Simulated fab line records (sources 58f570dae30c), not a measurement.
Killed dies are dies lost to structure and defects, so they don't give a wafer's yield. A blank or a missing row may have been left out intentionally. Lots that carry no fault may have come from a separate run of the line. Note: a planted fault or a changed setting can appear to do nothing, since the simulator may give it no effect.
Struck lot and sound lot, side by side | flow berkeleyCmos170 | 14 out of 331 route steps
Sound: wafers L834.1, L834.2, L834.3. The struck wafers were L842.3, L842.4, L842.5. The cause comes at the end.
At each step with rows: each side's tool, then ch and its chambers, then its first start. Under that, the readings that differ: sound wafers | struck wafers | difference of the means | sigmas: that difference in standard deviations of wafers without a fault.
alike: readings whose means differ by less than 2 such deviations, and words and numbers that are the same on both sides. not compared: withheld readings, readings that some wafer has no value for, bounds like >300 that may hide the same value, and numbers for which the record gives no deviation and whose values overlap.
A row with sigmas, a row that says differs or no value, or rows on one side alone: a step with any of these is where the two part. When numbers do not overlap yet have no deviation, they are printed without sigmas and do not part them. Lack of a reading on every wafer of one side parts them only where that side has two or more wafers.

first, 2 steps without rows for these wafers: UCB170_PWELL_ANNEAL_04 (time 900 s); UCB170_PWELL_CVD_05 (deposits Si3N4 from SiH2Cl2/NH3, target thk 220 nm, time 3300 s).
UCB170_PWELL_THK_MEAS_06:
  sound: filmMetro-01 at day 4 17:44; struck: filmMetro-04 at day 6 12:08
  alike: PWELL_NITRIDE_THK
then, 6 steps without rows for these wafers: UCB170_PWELL_HMDS_07 (prime time 60 s); UCB170_PWELL_COAT_08 (resist thk 900 nm); UCB170_PWELL_SOFTBAKE_09 (time 60 s); UCB170_PWELL_EXPOSE_10 (exposes mask PWELL, target cd 3000 nm); UCB170_PWELL_PEB_11; UCB170_PWELL_DEVELOP_12 (develop time 45 s).
UCB170_PWELL_OVL_MEAS_13:
  sound: overlay-02 at day 4 18:58; struck: overlay-02 at day 6 13:44
  alike: PWELL_OVL
UCB170_PWELL_ETCH_14: etches Si3N4 in CH3F/Ar/O2, stops on SiO2, target depth 242 nm, time 151 s.
  sound on rieDiel-03 ch 0,2,3, day 4 19:00; struck on rieDiel-02 ch 0,2,3, day 6 13:46
  alike: CH3F_flow_sccm, drypumpMotorCurrentA, mfcArSccm, oesProductAu, throttleValvePct
  not compared: rfHoursCounterH
after that, 1 step had no rows for these wafers: UCB170_PWELL_IMPLANT_15.
UCB170_PWELL_STRIP_16: strips in O2.
  sound on plasmaAsher-04 ch 0,1, day 4 19:15; struck on plasmaAsher-03 ch 0,1, day 6 14:02
  no value came back on the struck wafers for chamberPressureMTorr (mTorr), drypumpMotorCurrentA (A), oesProductAu (a.u.), stripTimeToEndpointS (s); on the sound wafers chamberPressureMTorr (mTorr) reads 3505 3499 3499
reading                               | sound | struck            | difference | sigmas
model.KrF_of_PWELL_COAT_08.thkNm (nm) | 0 0 0 | 721.7 721.2 727.1 | +723.3     | 
  not compared: rfHoursCounterH
UCB170_PWELL_TW_MEAS_17:
  sound: filmMetro-02 at day 4 19:21; struck: filmMetro-01 at day 6 14:08
  alike: PWELL_TW

## WHERE THEY PART
Within this record, at UCB170_PWELL_STRIP_16 only. Later steps at which nothing parts them and some readings are alike: UCB170_PWELL_TW_MEAS_17.

WHY: what the simulator had put in
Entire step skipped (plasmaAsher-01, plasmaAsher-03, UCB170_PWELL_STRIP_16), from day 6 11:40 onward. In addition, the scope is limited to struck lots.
